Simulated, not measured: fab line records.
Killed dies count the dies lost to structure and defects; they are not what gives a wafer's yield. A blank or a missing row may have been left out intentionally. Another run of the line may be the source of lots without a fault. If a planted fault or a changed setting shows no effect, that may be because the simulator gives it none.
Check of tool commonality | flow rit-cmos | Lots sampled 14, wafers sampled 48

== THE REASON FOR OPENING IT ==
At RIT_GATE_THK_MEAS_09 the reading GATE_POLY_THK is flagged on 2 of 14 lots. No-fault wafers: 247.9 nm, standard deviation 2.1.
Rule: flag the lot when none of its wafers has a number, or when each of its wafers that has one lies beyond 4 standard deviations from that mean. As for the other lots, they are considered sound.

lot  | measured    | on            | GATE_POLY_THK (nm), wafer by wafer  | flag
L667 | day 2 11:59 | film-metro-01 | 249.2 246.0 248.4                   |
L668 | day 2 17:19 | film-metro-01 | 249.3 250.2 248.7                   |
L669 | day 2 20:39 | film-metro-01 | 249.5 250.0 248.7                   |
L670 | day 3 03:01 | film-metro-04 | 245.3 245.1 246.6                   |
L671 | day 3 07:47 | film-metro-01 | 249.0 247.1 247.8                   |
L672 | day 3 17:09 | film-metro-03 | 249.6 245.3 246.9                   |
L673 | day 3 23:20 | film-metro-04 | 248.0 246.0 247.1                   |
L674 | day 4 00:57 | film-metro-04 | 248.5 249.5 249.9                   |
L675 | day 4 03:50 | film-metro-03 | 250.5 249.8 251.8                   |
L677 | day 4 15:40 | film-metro-01 | 248.1 246.4 247.6                   |
L678 | day 4 21:59 | film-metro-01 | 251.1 248.9 247.5                   |
L679 | day 5 04:33 | film-metro-03 | 248.5 250.3 248.6                   |
L687 | day 6 15:17 | film-metro-01 | 226.0 225.0 228.3 225.7 225.1 228.3 | FLAGGED
L688 | day 6 21:19 | film-metro-01 | 224.8 225.9 223.3 224.7 226.0 223.4 | FLAGGED
The mean of the flagged lots' numbers is 225.5 nm, -22.4 nm from the usual (-11 standard deviations).

== EACH LOT AND THE TOOL IT RAN ON ==
The record holds 1 process step before the reading, out of a route of 202 steps. Read each cell as the tool, then ch plus the chambers that the sampled wafers visited, then the start.
lot  | flag    | RIT_GATE_CVD_08
L667 |         | lpcvd-01 ch 1, day 2 10:22
L668 |         | lpcvd-01 ch 0, day 2 15:43
L669 |         | lpcvd-01 ch 0, day 2 19:01
L670 |         | lpcvd-01 ch 0, day 3 01:23
L671 |         | lpcvd-01 ch 0, day 3 06:10
L672 |         | lpcvd-01 ch 0, day 3 15:32
L673 |         | lpcvd-01 ch 0, day 3 21:43
L674 |         | lpcvd-01 ch 1, day 3 23:19
L675 |         | lpcvd-02 ch 1, day 4 02:11
L677 |         | lpcvd-02 ch 1, day 4 14:03
L678 |         | lpcvd-01 ch 0, day 4 20:22
L679 |         | lpcvd-01 ch 1, day 5 02:56
L687 | FLAGGED | lpcvd-01 ch 0, day 6 13:41
L688 | FLAGGED | lpcvd-01 ch 0, day 6 19:41
These steps, and what they do:
- RIT_GATE_CVD_08: deposits poly-Si from SiH4, target thk 250 nm, time 2220 s.
- RIT_GATE_THK_MEAS_09

== FLAGGED OVER TOTAL, TOOL BY TOOL (the gauges that took the reading come last) ==
step                 | tool          | lots run | flagged | share of the flagged lots | sound lots run after its first flagged lot
RIT_GATE_CVD_08      | lpcvd-01      | 12       | 2       | all                       | 0
RIT_GATE_CVD_08      | lpcvd-02      | 2        | 0       | none                      | -
RIT_GATE_THK_MEAS_09 | film-metro-01 | 8        | 2       | all                       | 0
RIT_GATE_THK_MEAS_09 | film-metro-03 | 3        | 0       | none                      | -
RIT_GATE_THK_MEAS_09 | film-metro-04 | 3        | 0       | none                      | -

== WHAT THE TABLE PERMITS ==
In 2 table rows, all flagged lots were run: lpcvd-01 (RIT_GATE_CVD_08), film-metro-01 (RIT_GATE_THK_MEAS_09).
- lpcvd-01 at RIT_GATE_CVD_08: 2 of its 12 lots flagged. It ran its last sound lot, L679, at day 5 02:56 and its first flagged lot, L687, at day 6 13:41: a fault with its onset between the two fits. Its own readings lie more than 4 standard deviations out on every wafer of the flagged lots: susceptor-temp-C.
- film-metro-01 at RIT_GATE_THK_MEAS_09: 2 of its 8 lots flagged. It ran its last sound lot, L678, at day 4 21:59 and its first flagged lot, L687, at day 6 15:17: a fault with its onset between the two fits.
A lot count leaves these 2 tools indistinguishable: every one of them fits a fault beginning at some hour. More lots, or a look at what each step does to the wafer, might.

== WHAT THE SIMULATOR PUT IN ==
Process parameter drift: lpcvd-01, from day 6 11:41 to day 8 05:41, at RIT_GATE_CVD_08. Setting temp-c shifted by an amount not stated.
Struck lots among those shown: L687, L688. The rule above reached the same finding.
